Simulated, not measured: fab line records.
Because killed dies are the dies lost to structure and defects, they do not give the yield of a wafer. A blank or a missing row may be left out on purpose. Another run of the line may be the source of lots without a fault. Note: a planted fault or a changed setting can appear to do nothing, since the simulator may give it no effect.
fab line records	flow berkeleyCmos170
[record] lots = 15	wafers = 45	lastDay = 12
route steps=331 shown V1@268 V2@306 M3@311
lots that met no fault: from a run of the same line without faults
startH: start of the lot's first displayed wafer, in hours after the record's first day	waitH: hours elapsed since this lot's preceding step	" same as the row above	L1.1+2: several wafers, shown together as one row	- no value, or no start given	* or withheld: withheld	< > ~ a bound
route shown NAME@n: NAME is a module with steps in the file, n the number in the route of the first one	usual: mean and standard deviation over wafers with no fault	same: alike in all rows	chamber/n: place in a boat	sites: readings site by site	_std_site: the values' standard deviation	_edge_site: the outer-site mean with the inner-site mean subtracted	radiusMm: how far each site lies from the wafer's centre	mask NAME#n: copy n	behind: tool/chamber where the wafer was last shaped	hold: why the lot was held/for how many hours/how that ended	device: whichever transistor did not switch (one of n, p or np)	end of line: tests of these same wafers at the route's end	step lacking rows: just its recipe	killed: dies lost to structure and defects at the first sort, not the wafer's yield	map: the dies of a wafer, with x for killed, . for not killed, _ for no die there
set.NAME: setting as actually run; set.NAME@STEP: the setting as run at that earlier step	model.NAME: the simulator's own value behind a step, which no gauge read
a sample of lots followed through the steps of the route, with each step as a table and each wafer as a row
services: a tool's chamber out of use, with start hour (startH, from the record's first day; less than 0 if before it), hours out, and reason
[[steps]]
[step UCB170_V1_ETCH_14]
[recipe] chemistry = CHF3/CF4/Ar	target = SiO2	stopOn = Al	CHF3_flow_sccm = 45	cf4FlowSccm = 15	Ar_flow_sccm = 150	pressureMtorr = 200	rfW = 700	targetDepthA = 12500	overEtchFrac = 0.25	timeS = 291
[usual] CHF3_flow_sccm = 45.00/0.13	cf4FlowSccm = 15.00/0.044	drypumpMotorCurrentA = 5.7/0.61	oesProductAu = 0.864/0.014	throttleValvePct = 6.95/0.093
[same] overEtchFrac = 0.25
lot.wafer	tool	chamber	startH	waitH	CHF3_flow_sccm	cf4FlowSccm	drypumpMotorCurrentA	oesProductAu	rfHoursCounterH	throttleValvePct
L593.2	rieDiel-03	3	145.04	0.0	45.05	14.99	4.9	0.887	42	7.13
L593.3	"	0	"	"	45.05	15.03	5.5	0.884	10	7.05
L593.6	"	2	"	"	45.11	15.01	6.1	0.871	-	6.79
L595.4	rieDiel-03	2	156.06	0.1	45.05	14.97	6.2	0.870	-	6.80
L595.5	"	3	"	"	45.05	14.97	4.9	0.876	-	7.13
L595.6	"	0	"	"	45.18	15.01	5.5	0.887	-	7.07
L601.1	rieDiel-02	0	176.02	0.0	45.30	15.02	4.8	0.853	9	6.97
L601.4	"	3	"	"	44.96	14.97	6.0	0.841	61	6.98
L601.5	"	3	"	"	44.85	15.00	6.0	0.844	-	6.99
L602.1	rieDiel-03	3	187.29	0.0	44.89	14.97	4.9	0.887	45	7.12
L602.2	"	1	"	"	45.11	15.05	6.0	0.863	1	6.94
L602.5	"	2	"	"	45.04	14.95	6.2	0.869	-	6.80
L603.1	rieDiel-04	1	187.62	0.0	45.10	14.95	5.4	0.863	11	6.92
L603.2	"	0	"	"	44.87	15.07	6.8	0.864	24	6.82
L603.5	"	2	"	"	45.26	14.95	5.8	0.860	-	7.01
L604.1	rieDiel-02	0	202.69	0.0	45.02	15.02	4.8	0.854	11	6.97
L604.4	"	3	"	"	45.08	15.03	6.0	0.847	62	6.97
L604.5	"	2	"	"	44.80	14.98	4.9	0.874	-	6.85
L605.2	rieDiel-03	3	209.23	0.0	44.80	15.06	4.9	0.885	45	7.12
L605.5	"	3	"	"	44.84	14.98	4.9	0.888	-	7.12
L605.6	"	2	"	"	44.98	14.99	6.1	0.868	-	6.79
L606.3	rieDiel-02	0	209.30	0.0	44.92	14.96	4.8	0.847	12	6.98
L606.4	"	2	"	"	44.83	14.99	4.9	0.871	90	6.83
L606.5	"	3	"	"	44.90	15.08	6.0	0.843	-	6.99
L607.1	rieDiel-02	0	236.32	0.0	45.00	15.01	4.8	0.845	12	6.96
L607.2	"	3	"	"	45.05	14.98	6.0	0.841	64	6.98
L607.4	"	1	"	"	44.82	14.95	5.8	0.876	24	6.90
L609.3	rieDiel-04	1	242.89	0.0	45.09	15.05	5.4	0.858	13	6.92
L609.4	"	2	"	"	45.02	15.03	5.8	0.855	29	7.02
L609.5	"	1	"	"	45.05	15.01	5.4	0.873	-	6.91
L608.1	rieDiel-02	3	243.10	0.0	44.92	15.03	6.0	0.857	64	6.98
L608.2	"	1	"	"	45.14	15.07	5.8	0.880	24	6.92
L608.3	"	0	"	"	45.02	14.98	4.8	0.843	12	6.96
L611.1	rieDiel-04	1	249.86	0.0	45.04	14.95	5.4	0.861	14	6.91
L611.4	"	3	"	"	45.00	14.95	6.2	0.865	2	7.03
L611.5	"	1	"	"	45.06	14.91	5.4	0.855	-	6.91
L612.1	rieDiel-04	0	253.43	0.0	44.91	14.99	6.9	0.856	27	6.83
L612.2	"	3	"	"	45.03	15.00	6.3	0.862	2	7.03
L612.6	"	0	"	"	44.91	14.92	6.8	0.854	-	6.82
L615.1	rieDiel-03	1	267.85	0.0	44.87	15.10	5.9	0.862	4	6.90
L615.2	"	3	"	"	44.80	14.99	4.9	0.885	47	7.12
L615.3	"	2	"	"	45.20	15.04	6.1	0.859	3	6.81
L614.2	rieDiel-04	0	268.11	0.0	44.75	15.02	6.8	0.859	28	6.84
L614.4	"	0	"	"	44.77	15.02	6.8	0.860	-	6.84
L614.6	"	3	"	"	44.72	15.02	6.2	0.863	-	7.05
[step UCB170_V1_STRIP_15]
[recipe] chemistry = O2	powerW = 400	pressureMtorr = 3500	platenTempC = withheld	o2FlowSccm = 400	overashFraction = 0.5
[usual] drypumpMotorCurrentA = 5.9/0.31	o2FlowSccm = 399.7/1.2	oesProductAu = 0.721/0.0043	stripTimeToEndpointS = 15.41/0.12
[same] overashFraction = 0.5
lot.wafer	tool	chamber	startH	waitH	drypumpMotorCurrentA	o2FlowSccm	oesProductAu	rfHoursCounterH	stripTimeToEndpointS
L593.2	plasmaAsher-02	1	145.22	0.1	5.9	397.4	0.724	37	15.36
L593.3	"	0	"	"	5.5	402.6	0.725	-	15.50
L593.6	"	1	"	"	5.9	399.5	0.721	-	15.30
L595.4	plasmaAsher-01	0	156.18	0.0	6.5	399.0	0.719	-	15.25
L595.5	"	0	"	"	6.5	399.2	0.714	-	15.27
L595.6	"	1	"	"	5.7	401.2	0.721	-	15.56
L601.1	plasmaAsher-03	0	176.20	0.1	6.0	397.8	0.727	49	15.42
L601.4	"	1	"	"	5.7	401.1	0.718	-	15.49
L601.5	"	0	"	"	6.1	398.0	0.717	-	15.43
L602.1	plasmaAsher-01	0	187.46	0.1	6.6	399.9	0.723	8	15.41
L602.2	"	1	"	"	5.6	401.5	0.721	8	15.52
L602.5	"	1	"	"	5.6	399.9	0.723	-	15.52
L603.1	plasmaAsher-02	1	187.80	0.1	5.9	401.6	0.719	42	15.34
L603.2	"	0	"	"	5.6	399.4	0.722	42	15.48
L603.5	"	1	"	"	5.9	399.5	0.718	-	15.48
L604.1	plasmaAsher-03	0	202.86	0.1	6.0	399.6	0.721	52	15.46
L604.4	"	1	"	"	5.7	398.9	0.720	-	15.67
L604.5	"	1	"	"	5.7	399.1	0.717	-	15.53
L605.2	plasmaAsher-01	0	209.40	0.1	6.6	400.5	0.727	10	15.38
L605.5	"	0	"	"	6.5	400.2	0.725	-	15.32
L605.6	"	1	"	"	5.6	402.5	0.716	-	15.25
L606.3	plasmaAsher-02	1	209.51	0.1	5.9	399.1	0.722	-	15.51
L606.4	"	0	"	"	5.5	400.7	0.725	-	15.45
L606.5	"	0	"	"	5.5	399.8	0.722	-	15.57
L607.1	plasmaAsher-03	0	236.50	0.1	6.1	399.9	0.713	55	15.34
L607.2	"	1	"	"	5.7	399.4	0.728	55	15.43
L607.4	"	1	"	"	5.7	398.9	0.724	-	15.13
L609.3	plasmaAsher-02	1	243.10	0.1	5.9	401.4	0.722	-	15.36
L609.4	"	0	"	"	5.6	400.5	0.719	-	15.48
L609.5	"	1	"	"	5.9	400.7	0.723	-	15.30
L608.1	plasmaAsher-03	0	243.28	0.1	6.1	399.2	0.716	56	15.54
L608.2	"	1	"	"	5.7	398.5	0.717	56	15.17
L608.3	"	0	"	"	6.0	398.4	0.728	-	15.44
L611.1	plasmaAsher-02	1	250.04	0.1	5.9	398.5	0.715	46	15.27
L611.4	"	1	"	"	5.9	400.3	0.716	-	15.43
L611.5	"	1	"	"	5.9	399.7	0.718	-	15.29
L612.1	plasmaAsher-01	1	253.61	0.1	5.6	399.8	0.713	15	15.59
L612.2	"	0	"	"	6.5	401.0	0.721	15	15.37
L612.6	"	1	"	"	5.6	397.5	0.716	-	15.57
L615.1	plasmaAsher-02	0	268.03	0.1	5.6	400.9	0.723	48	15.46
L615.2	"	1	"	"	5.9	397.2	0.732	48	15.46
L615.3	"	0	"	"	5.5	399.7	0.721	-	15.31
L614.2	plasmaAsher-03	0	268.29	0.1	6.1	400.0	0.724	59	15.58
L614.4	"	1	"	"	5.7	400.7	0.728	-	15.61
L614.6	"	1	"	"	5.7	399.3	0.719	-	15.33
[step UCB170_V2_ETCH_14]
[recipe] chemistry = CHF3/CF4/Ar	target = SiO2	stopOn = Al	CHF3_flow_sccm = 45	cf4FlowSccm = 15	Ar_flow_sccm = 150	pressureMtorr = 200	rfW = 700	targetDepthA = 12500	overEtchFrac = 0.25	timeS = 291
[usual] CHF3_flow_sccm = 45.00/0.14	cf4FlowSccm = 15.01/0.048	drypumpMotorCurrentA = 5.8/0.56	oesProductAu = 0.867/0.014	overEtchFrac = 0.25/0	throttleValvePct = 6.94/0.068
lot.wafer	tool	chamber	startH	waitH	CHF3_flow_sccm	cf4FlowSccm	drypumpMotorCurrentA	oesProductAu	overEtchFrac	rfHoursCounterH	throttleValvePct
L593.2	rieDiel-02	0	150.96	0.0	44.89	14.99	4.8	0.844	0.25	8	6.95
L593.3	"	1	"	"	44.87	14.95	5.8	0.875	0.25	20	6.91
L593.6	"	0	"	"	45.17	14.93	4.8	0.847	0.25	-	6.97
L595.4	rieDiel-01	0	162.13	0.0	45.06	15.10	6.5	0.882	0.25	19	6.94
L595.5	"	0	"	"	45.10	15.02	6.5	0.876	0.25	-	6.96
L595.6	"	3	"	"	45.18	14.98	5.4	0.873	0.25	-	6.87
L601.1	rieDiel-04	1	181.98	0.0	44.78	14.99	5.4	0.860	0.25	11	6.94
L601.4	"	3	"	"	45.07	15.02	6.2	0.856	0.25	147	7.04
L601.5	"	0	"	"	45.00	14.99	6.8	0.855	0.25	-	6.82
L602.1	rieDiel-04	0	193.06	0.0	-	-	-	-	-	-	-
L602.2	"	2	"	"	-	-	-	-	-	-	-
L602.5	"	0	"	"	-	-	-	-	-	-	-
L603.1	rieDiel-01	1	193.18	0.0	-	-	-	-	-	-	-
L603.2	"	2	"	"	-	-	-	-	-	-	-
L603.5	"	1	"	"	-	-	-	-	-	-	-
L604.1	rieDiel-02	3	208.73	0.0	-	-	-	-	-	-	-
L604.4	"	0	"	"	-	-	-	-	-	-	-
L604.5	"	1	"	"	-	-	-	-	-	-	-
L605.2	rieDiel-04	1	217.64	0.0	44.89	15.04	5.4	0.863	0.25	12	6.93
L605.5	"	0	"	"	45.00	14.95	6.8	0.862	0.25	-	6.83
L605.6	"	1	"	"	45.16	15.02	5.4	0.864	0.25	-	6.92
L606.3	rieDiel-01	2	218.21	0.0	44.98	15.02	5.6	0.850	0.25	22	7.03
L606.4	"	3	"	"	45.07	14.92	5.3	0.888	0.25	135	6.89
L606.5	"	1	"	"	44.95	14.98	5.5	0.883	0.25	-	6.88
L607.1	rieDiel-01	2	246.74	0.0	45.12	15.01	5.6	0.856	0.25	23	7.02
L607.2	"	1	"	"	45.01	15.02	5.5	0.872	0.25	130	6.89
L607.4	"	3	"	"	45.15	15.10	5.3	0.889	0.25	135	6.88
L609.3	rieDiel-02	2	251.69	0.0	45.06	15.02	4.9	0.875	0.25	92	6.83
L609.4	"	0	"	"	44.94	14.97	4.8	0.845	0.25	13	6.96
L609.5	"	2	"	"	45.02	15.02	4.9	0.880	0.25	-	6.83
L608.1	rieDiel-02	2	252.29	0.0	44.99	15.00	4.9	0.884	0.25	92	6.84
L608.2	"	3	"	"	45.12	14.98	6.0	0.845	0.25	64	6.96
L608.3	"	1	"	"	45.17	14.92	5.8	0.880	0.25	25	6.90
L611.1	rieDiel-01	2	256.23	0.0	45.00	15.10	5.6	0.846	0.25	23	7.03
L611.4	"	1	"	"	45.01	14.95	5.5	0.874	0.25	130	6.87
L611.5	"	2	"	"	44.99	14.99	5.6	0.861	0.25	-	7.04
L612.1	rieDiel-01	2	259.36	0.0	44.92	15.04	5.6	0.855	0.25	23	7.04
L612.2	"	0	"	"	44.89	14.99	6.5	0.885	0.25	24	6.95
L612.6	"	3	"	"	45.12	15.02	5.3	0.883	0.25	-	6.88
L615.1	rieDiel-01	2	273.39	0.0	45.14	15.05	5.6	0.851	0.25	24	7.01
L615.2	"	1	"	"	44.91	14.91	5.4	0.885	0.25	131	6.88
L615.3	"	0	"	"	44.81	15.05	6.5	0.883	0.25	25	6.95
L614.2	rieDiel-02	2	276.74	0.0	44.92	14.94	4.9	0.881	0.25	93	6.84
L614.4	"	1	"	"	45.07	15.09	5.8	0.871	0.25	26	6.90
L614.6	"	0	"	"	45.03	15.00	4.8	0.836	0.25	-	6.97
[step UCB170_V2_STRIP_15]
[recipe] chemistry = O2	powerW = 400	pressureMtorr = 3500	platenTempC = withheld	o2FlowSccm = 400	overashFraction = 0.5
[usual] drypumpMotorCurrentA = 5.7/0.5	o2FlowSccm = 400.0/1.2	oesProductAu = 0.722/0.0047	stripTimeToEndpointS = 15.36/0.13
[same] overashFraction = 0.5
lot.wafer	tool	chamber	startH	waitH	drypumpMotorCurrentA	o2FlowSccm	oesProductAu	rfHoursCounterH	stripTimeToEndpointS
L593.2	plasmaAsher-02	1	151.14	0.1	5.9	398.2	0.720	38	15.43
L593.3	"	1	"	"	5.9	399.3	0.728	-	15.21
L593.6	"	1	"	"	5.9	399.6	0.732	-	15.47
L595.4	plasmaAsher-01	1	162.35	0.1	5.6	400.2	0.719	-	15.43
L595.5	"	0	"	"	6.5	399.1	0.723	-	15.38
L595.6	"	1	"	"	5.6	400.2	0.724	-	15.33
L601.1	plasmaAsher-02	1	182.16	0.1	5.9	401.8	0.722	42	15.16
L601.4	"	1	"	"	5.9	402.2	0.725	-	15.21
L601.5	"	0	"	"	5.6	400.9	0.714	-	15.38
L602.1	plasmaAsher-02	0	193.24	0.1	5.5	399.0	0.739	43	21.66
L602.2	"	1	"	"	5.9	399.9	0.735	43	21.74
L602.5	"	1	"	"	5.9	399.9	0.728	-	21.73
L603.1	plasmaAsher-04	0	193.36	0.1	5.9	399.0	0.728	48	21.52
L603.2	"	1	"	"	4.8	400.9	0.736	48	21.57
L603.5	"	1	"	"	4.8	400.7	0.730	-	21.50
L604.1	plasmaAsher-02	1	208.91	0.1	5.9	398.5	0.731	44	21.68
L604.4	"	1	"	"	5.9	398.8	0.726	-	21.69
L604.5	"	0	"	"	5.6	400.0	0.735	-	21.64
L605.2	plasmaAsher-01	0	217.82	0.1	6.5	400.0	0.727	11	15.26
L605.5	"	0	"	"	6.5	400.7	0.719	-	15.46
L605.6	"	1	"	"	5.6	401.4	0.727	-	15.17
L606.3	plasmaAsher-04	0	218.43	0.1	5.9	399.2	0.720	-	15.55
L606.4	"	1	"	"	4.8	400.2	0.717	-	15.45
L606.5	"	0	"	"	5.9	400.5	0.719	-	15.35
L607.1	plasmaAsher-01	1	246.92	0.1	5.6	400.6	0.723	14	15.41
L607.2	"	0	"	"	6.5	397.8	0.723	14	15.32
L607.4	"	0	"	"	6.5	398.0	0.729	-	15.43
L609.3	plasmaAsher-01	0	251.91	0.1	6.5	399.9	0.721	-	15.30
L609.4	"	1	"	"	5.6	400.9	0.717	-	15.41
L609.5	"	0	"	"	6.5	400.1	0.719	-	15.32
L608.1	plasmaAsher-04	0	252.47	0.1	5.9	399.0	0.723	54	15.19
L608.2	"	1	"	"	4.8	400.2	0.731	54	15.31
L608.3	"	1	"	"	4.8	400.6	0.723	-	14.90
L611.1	plasmaAsher-04	0	256.40	0.1	5.9	398.9	0.730	55	15.53
L611.4	"	0	"	"	5.9	399.7	0.724	-	15.36
L611.5	"	1	"	"	4.8	398.4	0.726	-	15.67
L612.1	plasmaAsher-04	1	259.54	0.1	4.8	399.8	0.724	55	15.49
L612.2	"	0	"	"	5.9	400.4	0.721	55	15.48
L612.6	"	1	"	"	4.8	397.7	0.724	-	15.35
L615.1	plasmaAsher-02	1	273.56	0.1	5.9	400.1	0.722	49	15.43
L615.2	"	0	"	"	5.6	398.6	0.724	49	15.29
L615.3	"	1	"	"	5.9	400.1	0.712	-	15.39
L614.2	plasmaAsher-04	1	276.92	0.1	4.8	399.3	0.730	57	15.41
L614.4	"	1	"	"	4.8	398.8	0.719	-	15.14
L614.6	"	0	"	"	5.9	399.0	0.718	-	15.39
[step UCB170_V2_CD_MEAS_90]
[recipe] targetCdNm = 700
[usual] cdNm = 700.1/1.4
lot.wafer	tool	chamber	startH	waitH	cdNm
L593.2	cdSem-01	-	151.26	0.1	701.2
L593.3	"	-	"	"	700.4
L593.6	"	-	"	"	701.9
L595.4	cdSem-02	-	162.47	0.1	702.4
L595.5	"	-	"	"	702.7
L595.6	"	-	"	"	703.0
L601.1	cdSem-02	-	182.27	0.1	700.1
L601.4	"	-	"	"	697.9
L601.5	"	-	"	"	700.5
L602.1	cdSem-02	-	193.34	0.1	-
L602.2	"	-	"	"	-
L602.5	"	-	"	"	-
L603.1	cdSem-02	-	193.46	0.1	-
L603.2	"	-	"	"	-
L603.5	"	-	"	"	-
L604.1	cdSem-01	-	209.01	0.1	-
L604.4	"	-	"	"	-
L604.5	"	-	"	"	-
L605.2	cdSem-01	-	217.94	0.1	698.7
L605.5	"	-	"	"	698.0
L605.6	"	-	"	"	697.8
L606.3	cdSem-02	-	218.53	0.1	700.5
L606.4	"	-	"	"	699.8
L606.5	"	-	"	"	698.4
L607.1	cdSem-02	-	247.02	0.1	700.5
L607.2	"	-	"	"	700.9
L607.4	"	-	"	"	702.2
L609.3	cdSem-01	-	252.01	0.1	698.7
L609.4	"	-	"	"	700.7
L609.5	"	-	"	"	702.2
L608.1	cdSem-01	-	252.57	0.1	699.0
L608.2	"	-	"	"	698.7
L608.3	"	-	"	"	698.2
L611.1	cdSem-01	-	256.50	0.1	700.3
L611.4	"	-	"	"	699.2
L611.5	"	-	"	"	698.8
L612.1	cdSem-01	-	259.64	0.1	702.8
L612.2	"	-	"	"	700.8
L612.6	"	-	"	"	701.7
L615.1	cdSem-01	-	273.66	0.1	697.9
L615.2	"	-	"	"	697.8
L615.3	"	-	"	"	699.6
L614.2	cdSem-01	-	277.04	0.1	699.7
L614.4	"	-	"	"	701.9
L614.6	"	-	"	"	700.3
[step UCB170_M3_RS_MEAS_02]
[recipe] thkMeasGauge = four-point-probe	reads = Al_of_M3_SPUTTER_01
[usual] M3_AL_RS = 0.0311/0.00029
lot.wafer	tool	chamber	startH	waitH	M3_AL_RS[ohm/sq]
L593.2	filmMetro-02	-	151.53	0.1	0.03129
L593.3	"	-	"	"	0.03133
L593.6	"	-	"	"	0.0311
L595.4	filmMetro-04	-	162.74	0.1	0.03068
L595.5	"	-	"	"	0.0309
L595.6	"	-	"	"	0.03058
L601.1	filmMetro-03	-	182.54	0.0	0.03114
L601.4	"	-	"	"	0.03101
L601.5	"	-	"	"	0.03131
L605.2	filmMetro-04	-	218.21	0.1	0.03109
L605.5	"	-	"	"	0.03117
L605.6	"	-	"	"	0.03071
L606.3	filmMetro-04	-	218.80	0.1	0.03152
L606.4	"	-	"	"	0.03137
L606.5	"	-	"	"	0.0314
L607.1	filmMetro-03	-	247.29	0.0	0.03079
L607.2	"	-	"	"	0.03101
L607.4	"	-	"	"	0.03083
L609.3	filmMetro-03	-	252.28	0.1	0.03074
L609.4	"	-	"	"	0.03095
L609.5	"	-	"	"	0.0308
L608.1	filmMetro-04	-	252.84	0.0	0.03114
L608.2	"	-	"	"	0.0311
L608.3	"	-	"	"	0.03132
L611.1	filmMetro-03	-	256.77	0.0	0.03114
L611.4	"	-	"	"	0.03125
L611.5	"	-	"	"	0.03128
L612.1	filmMetro-03	-	259.91	0.0	0.03115
L612.2	"	-	"	"	0.03137
L612.6	"	-	"	"	0.03099
L615.1	filmMetro-02	-	273.93	0.0	0.03088
L615.2	"	-	"	"	0.03064
L615.3	"	-	"	"	0.03057
L614.2	filmMetro-04	-	277.31	0.1	0.03124
L614.4	"	-	"	"	0.03114
L614.6	"	-	"	"	0.03129
[[services]]
tool	chamber	startH	hours	kind
plasmaAsher-02	-	130.15	10.5	repair
plasmaAsher-04	-	131.65	1.8	repair
rieDiel-03	1	140.91	-	clean
rieDiel-03	1	140.91	22.5	scheduledDown
rieDiel-03	1	140.91	22.5	ventCycle
rieDiel-02	2	150.33	22.4	repair
rieDiel-02	1	156.60	2.7	repair
rieDiel-04	-	159.34	14.6	pm
rieDiel-03	2	163.41	-	clean
rieDiel-03	2	163.41	20.3	scheduledDown
rieDiel-03	2	163.41	20.3	ventCycle
rieDiel-03	0	183.93	8.8	repair
rieDiel-04	3	185.35	-	clean
rieDiel-04	3	185.35	13.7	scheduledDown
rieDiel-04	3	185.35	13.7	ventCycle
rieDiel-04	1	195.86	9.6	repair
plasmaAsher-03	-	199.30	2.3	repair
rieDiel-01	3	201.17	7.2	repair
plasmaAsher-02	-	228.23	14.6	pm
plasmaAsher-02	-	255.76	2.1	repair
rieDiel-02	3	261.05	14.8	repair
rieDiel-04	2	263.39	6.3	repair
rieDiel-01	3	264.54	-	clean
plasmaAsher-01	-	272.37	2.8	pm
[[key]]
[firstSign] step = UCB170_V2_ETCH_14	reading = toolRecord	direction = missing
[effect] step = UCB170_V2_STRIP_15	reading = stripTimeToEndpointS	direction = up	sigmas = 50	usual = *	struck = *
[effect] step = UCB170_V2_CD_MEAS_90	reading = cdNm	direction = missing
metAt UCB170_V2_ETCH_14
struckLots L602,L603,L604
laterRowsLeftOut L602.1,L602.2,L602.5,L603.1,L603.2,L603.5,L604.1,L604.4,L604.5
sortLeftOut L602.1,L602.2,L602.5,L603.1,L603.2,L603.5,L604.1,L604.4,L604.5
notActingAt UCB170_V1_ETCH_14,UCB170_V1_STRIP_15,UCB170_M3_RS_MEAS_02
onsetBetween 181.98 193.06
[fault] kind = skippedStepWhole	tool = rieDiel-01,rieDiel-02,rieDiel-04	chamber = -	onsetH = 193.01	steps = UCB170_V2_ETCH_14	scope = struckLotsOnly
// sortLeftOut: the simulated sort isn't trusted on such a fault, so these wafers' sort isn't shown, and their yield isn't known
// laterRowsLeftOut: the simulator's readings of these wafers behind a module that went badly wrong aren't trusted and aren't shown, but for the sort
